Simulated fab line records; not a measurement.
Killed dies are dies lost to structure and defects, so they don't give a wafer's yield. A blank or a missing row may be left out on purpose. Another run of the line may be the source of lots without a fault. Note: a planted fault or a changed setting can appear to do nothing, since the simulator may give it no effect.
Comparing a struck lot with a sound one	flow ritCmos	15 steps out of a route of 202
Sound: these wafers, L132.1, L132.2, L132.6. The struck wafers were L141.2, L141.3, L141.4. Last of all comes the cause.
Per side, at each step with rows, come the tool, then ch with its chambers, and then its first start. Under that, the readings that differ: sound wafers	struck wafers	difference of the means	sigmas: that difference in standard deviations of wafers without a fault.
alike: words and numbers the same on both sides, and readings whose means are apart by under 2 such deviations; not compared: readings that were withheld, readings missing a value for some wafer, numbers with overlapping values and no deviation given by the record, and bounds like >300 which may hide the same value.
Wherever a step has rows on one side only, a row that says differs or no value, or a row with sigmas, the two part there. Non-overlapping numbers with no deviation appear without sigmas and do not part them. Lack of a reading on every wafer of one side parts them only where that side has two or more wafers.

first, 1 step without rows for these wafers: RIT_SILICIDE_WET_ETCH_00 (etches SiO2 in BOE, target depth 14 nm, time 15 s).
RIT_SILICIDE_SPUTTER_01: material Ti, target thk 30 nm, time 240 s.
  sound on pvdSputter-04 at day 5 09:45; struck on pvdSputter-01 at day 7 02:00
  alike: substrateTempC, throttleValvePct
RIT_SILICIDE_RS_MEAS_02: the measuring method here is four-point-probe.
  sound on filmMetro-02 at day 5 09:54; struck on filmMetro-03 at day 7 02:10
  alike: SILICIDE_TI_RS
RIT_SILICIDE_THK_MEAS_03: measures by xrf.
  sound on filmMetro-02 at day 5 10:01; struck on filmMetro-03 at day 7 02:17
  alike: SILICIDE_TI_THK
RIT_SILICIDE_RTA_04: time 10 s, ramp up 5 s, ramp down 5 s.
  sound on rtpAnneal-02 ch 0, day 5 10:05; struck on rtpAnneal-02 ch 0, day 7 02:21
  alike: annealTempCMax, wafer_temp_C_max
then, 1 step without rows for these wafers: RIT_SILICIDE_WET_ETCH_05 (etches Ti in SPM, time 120 s).
RIT_SILICIDE_RTA_06: time 10 s, ramp up 5 s, ramp down 10 s.
  sound on rtpAnneal-01 ch 0, day 5 10:11; struck on rtpAnneal-01 ch 0, day 7 02:27
  alike: annealTempCMax, wafer_temp_C_max
RIT_CONTACT_CVD_00: deposits SiO2 from TEOS, target thk 400 nm, time 61 s.
  sound on pecvd-02 ch 0,1,2, day 5 10:15; struck on pecvd-02 ch 0,1, day 7 02:31
  alike: heaterPowerW
RIT_CONTACT_THK_MEAS_01:
  sound on filmMetro-04 at day 5 10:18; struck on filmMetro-04 at day 7 02:34
  alike: CONTACT_TEOS_THK
then, 3 steps without rows for these wafers: RIT_CONTACT_HMDS_02 (prime time 60 s); RIT_CONTACT_COAT_03 (resist thk 1000 nm); RIT_CONTACT_SOFTBAKE_04 (time 60 s).
RIT_CONTACT_EXPOSE_05: exposes mask M11, target cd 1000 nm.
  sound on ilineStepper-01 ch 0, day 5 10:49; struck on ilineStepper-02 ch 0, day 7 03:13
reading	sound	struck	difference	sigmas
model.CONTACT.overlayXNm (nm)	0.4428 0.4428 0.4428	0.7971 0.7971 0.7971	+0.3543	
  alike: mask, exposureDoseMJCm2, focusOffsetNm
then, 1 step without rows for these wafers: RIT_CONTACT_PEB_06.
RIT_M1_PROBE_99:
  sound on prober-01 at day 5 16:52; struck on prober-01 at day 7 09:30
  alike: killedAtFrontEnd, killedDies, killedOnRim, killedOpen, killedShort

== WHERE THEY PART ==
Nowhere in this record.

WHY: the cause the simulator had injected
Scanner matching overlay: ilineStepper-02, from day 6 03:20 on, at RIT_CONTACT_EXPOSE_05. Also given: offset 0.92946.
